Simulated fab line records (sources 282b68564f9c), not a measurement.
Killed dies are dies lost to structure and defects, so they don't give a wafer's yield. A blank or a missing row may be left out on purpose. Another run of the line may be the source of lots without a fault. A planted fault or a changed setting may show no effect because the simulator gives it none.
Split-lot study :: flow rit_cmos :: 5 lots, 23 wafers read, on a route of 202 steps

## ABOUT THE SPLIT
At RIT_PWELL_COAT_01 (resist thk 1300 nm), the setting spin_rpm was moved away from the recipe's 2000 rpm on 11 of the 23 wafers read, by -5.2% to +7.4%. All remaining wafers had this setting at the recipe value.

## FROM THE SPLIT TO THE READING: what the file shows between them, 3 steps
- RIT_PWELL_SOFTBAKE_02: time 60 s
- RIT_PWELL_EXPOSE_03: exposes mask M3, target cd 43700 nm
- RIT_PWELL_DEVELOP_05: develop time 68 s

## THE READING
NOVOLAK_of_PWELL_COAT_01.thk_nm (the simulator's own value, which no gauge read), in nm, at RIT_PWELL_HARDBAKE_07 (time 120 s). The file does not state a usual value for it. Here, 12 wafers ran the recipe; their average is 1135 nm with a standard deviation of 3.2 nm.

wafer: L076.1
tool, chamber at the split: litho_track-04, 0
spin_rpm as run, rpm: 2148
against the recipe: +7.4%
NOVOLAK_of_PWELL_COAT_01.thk_nm, nm: 1092
against lot-mates on the recipe: -40

wafer: L076.2
tool, chamber at the split: litho_track-04, 0
spin_rpm as run, rpm: 2000
against the recipe: recipe
NOVOLAK_of_PWELL_COAT_01.thk_nm, nm: 1130
against lot-mates on the recipe: -

wafer: L076.4
tool, chamber at the split: litho_track-04, 0
spin_rpm as run, rpm: 2148
against the recipe: +7.4%
NOVOLAK_of_PWELL_COAT_01.thk_nm, nm: 1090
against lot-mates on the recipe: -42

wafer: L076.5
tool, chamber at the split: litho_track-04, 0
spin_rpm as run, rpm: 2148
against the recipe: +7.4%
NOVOLAK_of_PWELL_COAT_01.thk_nm, nm: 1094
against lot-mates on the recipe: -38

wafer: L076.6
tool, chamber at the split: litho_track-04, 0
spin_rpm as run, rpm: 2000
against the recipe: recipe
NOVOLAK_of_PWELL_COAT_01.thk_nm, nm: 1133
against lot-mates on the recipe: -

wafer: L078.1
tool, chamber at the split: litho_track-01, 0
spin_rpm as run, rpm: 2106
against the recipe: +5.3%
NOVOLAK_of_PWELL_COAT_01.thk_nm, nm: 1105
against lot-mates on the recipe: -28

wafer: L078.2
tool, chamber at the split: litho_track-01, 0
spin_rpm as run, rpm: 2000
against the recipe: recipe
NOVOLAK_of_PWELL_COAT_01.thk_nm, nm: 1133
against lot-mates on the recipe: -

wafer: L078.3
tool, chamber at the split: litho_track-01, 0
spin_rpm as run, rpm: 2000
against the recipe: recipe
NOVOLAK_of_PWELL_COAT_01.thk_nm, nm: 1135
against lot-mates on the recipe: -

wafer: L078.5
tool, chamber at the split: litho_track-01, 0
spin_rpm as run, rpm: 2106
against the recipe: +5.3%
NOVOLAK_of_PWELL_COAT_01.thk_nm, nm: 1104
against lot-mates on the recipe: -29

wafer: L078.6
tool, chamber at the split: litho_track-01, 0
spin_rpm as run, rpm: 2000
against the recipe: recipe
NOVOLAK_of_PWELL_COAT_01.thk_nm, nm: 1131
against lot-mates on the recipe: -

wafer: L079.1
tool, chamber at the split: litho_track-04, 0
spin_rpm as run, rpm: 2000
against the recipe: recipe
NOVOLAK_of_PWELL_COAT_01.thk_nm, nm: 1136
against lot-mates on the recipe: -

wafer: L079.2
tool, chamber at the split: litho_track-04, 0
spin_rpm as run, rpm: 2000
against the recipe: recipe
NOVOLAK_of_PWELL_COAT_01.thk_nm, nm: 1139
against lot-mates on the recipe: -

wafer: L079.6
tool, chamber at the split: litho_track-04, 0
spin_rpm as run, rpm: 2000
against the recipe: recipe
NOVOLAK_of_PWELL_COAT_01.thk_nm, nm: 1133
against lot-mates on the recipe: -

wafer: L080.1
tool, chamber at the split: litho_track-01, 0
spin_rpm as run, rpm: 1896
against the recipe: -5.2%
NOVOLAK_of_PWELL_COAT_01.thk_nm, nm: 1163
against lot-mates on the recipe: +28

wafer: L080.2
tool, chamber at the split: litho_track-01, 0
spin_rpm as run, rpm: 1896
against the recipe: -5.2%
NOVOLAK_of_PWELL_COAT_01.thk_nm, nm: 1164
against lot-mates on the recipe: +30

wafer: L080.4
tool, chamber at the split: litho_track-01, 0
spin_rpm as run, rpm: 2000
against the recipe: recipe
NOVOLAK_of_PWELL_COAT_01.thk_nm, nm: 1135
against lot-mates on the recipe: -

wafer: L080.5
tool, chamber at the split: litho_track-01, 0
spin_rpm as run, rpm: 2000
against the recipe: recipe
NOVOLAK_of_PWELL_COAT_01.thk_nm, nm: 1134
against lot-mates on the recipe: -

wafer: L080.6
tool, chamber at the split: litho_track-01, 0
spin_rpm as run, rpm: 1896
against the recipe: -5.2%
NOVOLAK_of_PWELL_COAT_01.thk_nm, nm: 1162
against lot-mates on the recipe: +28

wafer: L082.1
tool, chamber at the split: litho_track-04, 0
spin_rpm as run, rpm: 2000
against the recipe: recipe
NOVOLAK_of_PWELL_COAT_01.thk_nm, nm: 1141
against lot-mates on the recipe: -

wafer: L082.2
tool, chamber at the split: litho_track-04, 0
spin_rpm as run, rpm: 1948
against the recipe: -2.6%
NOVOLAK_of_PWELL_COAT_01.thk_nm, nm: 1154
against lot-mates on the recipe: +14

wafer: L082.3
tool, chamber at the split: litho_track-04, 0
spin_rpm as run, rpm: 2000
against the recipe: recipe
NOVOLAK_of_PWELL_COAT_01.thk_nm, nm: 1139
against lot-mates on the recipe: -

wafer: L082.4
tool, chamber at the split: litho_track-04, 0
spin_rpm as run, rpm: 1948
against the recipe: -2.6%
NOVOLAK_of_PWELL_COAT_01.thk_nm, nm: 1153
against lot-mates on the recipe: +13

wafer: L082.6
tool, chamber at the split: litho_track-04, 0
spin_rpm as run, rpm: 1948
against the recipe: -2.6%
NOVOLAK_of_PWELL_COAT_01.thk_nm, nm: 1155
against lot-mates on the recipe: +15

FIT RESULTS
A straight line over all 23 wafers: NOVOLAK_of_PWELL_COAT_01.thk_nm changes by -5.79 nm for each +1% of spin_rpm; r = -0.99; the points scatter about the line by 3 nm.
The same after taking each lot's own level away (the mean of its wafers on the recipe; 23 wafers): -5.39 nm for each +1%; r = -1.00; scatter 1.5 nm.
According to that fit, moving spin_rpm by its largest amount changes the reading by 40 nm.
Measured against the standard deviation above, the lots' own levels, which go from 1131.5 to 1140.0 nm, span 2.7 times it.
So the lot-to-lot level changes the slope little: the two slopes agree.
Check: for one of the wafers moved furthest among these (+7.4%), held out of the fit, the line's prediction against its lot-mates is -39.8 nm. It came out at -39.5 nm against them.

## OTHER SPLITS APPLIED TO THESE WAFERS
These wafers also went through other splits before the reading. Each is held against what the fit with the lots' levels taken away leaves over:
other split on the same wafers: RIT_ACTIVE_CVD_03 pressure_mtorr
wafers away from the commonest value: 15
r with NOVOLAK_of_PWELL_COAT_01.thk_nm (lot level and that fit taken away): -0.06

other split on the same wafers: RIT_ACTIVE_DEVELOP_10 dev_temp_c
wafers away from the commonest value: 6
r with NOVOLAK_of_PWELL_COAT_01.thk_nm (lot level and that fit taken away): -0.06

other split on the same wafers: RIT_FOX2_OXIDATION_00 ox_time_s
wafers away from the commonest value: 10
r with NOVOLAK_of_PWELL_COAT_01.thk_nm (lot level and that fit taken away): +0.05

## THE WHOLE CHAIN: every reading that the file lists as answering this split, in the file's order
step: RIT_PWELL_COAT_01
what it does: resist thk 1300 nm
reading: NOVOLAK_of_PWELL_COAT_01.thk_nm (the simulator's own value, which no gauge read)
change (the file's fit): -6.3 nm for each +1% of the setting
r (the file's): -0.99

step: RIT_PWELL_HARDBAKE_07
what it does: time 120 s
reading: NOVOLAK_of_PWELL_COAT_01.thk_nm (the simulator's own value, which no gauge read)
change (the file's fit): -5.43 nm for each +1% of the setting
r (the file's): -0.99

## FILE'S OWN FIT
NOVOLAK_of_PWELL_COAT_01.thk_nm changes by -5.43 nm for each +1% of spin_rpm, r = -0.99.
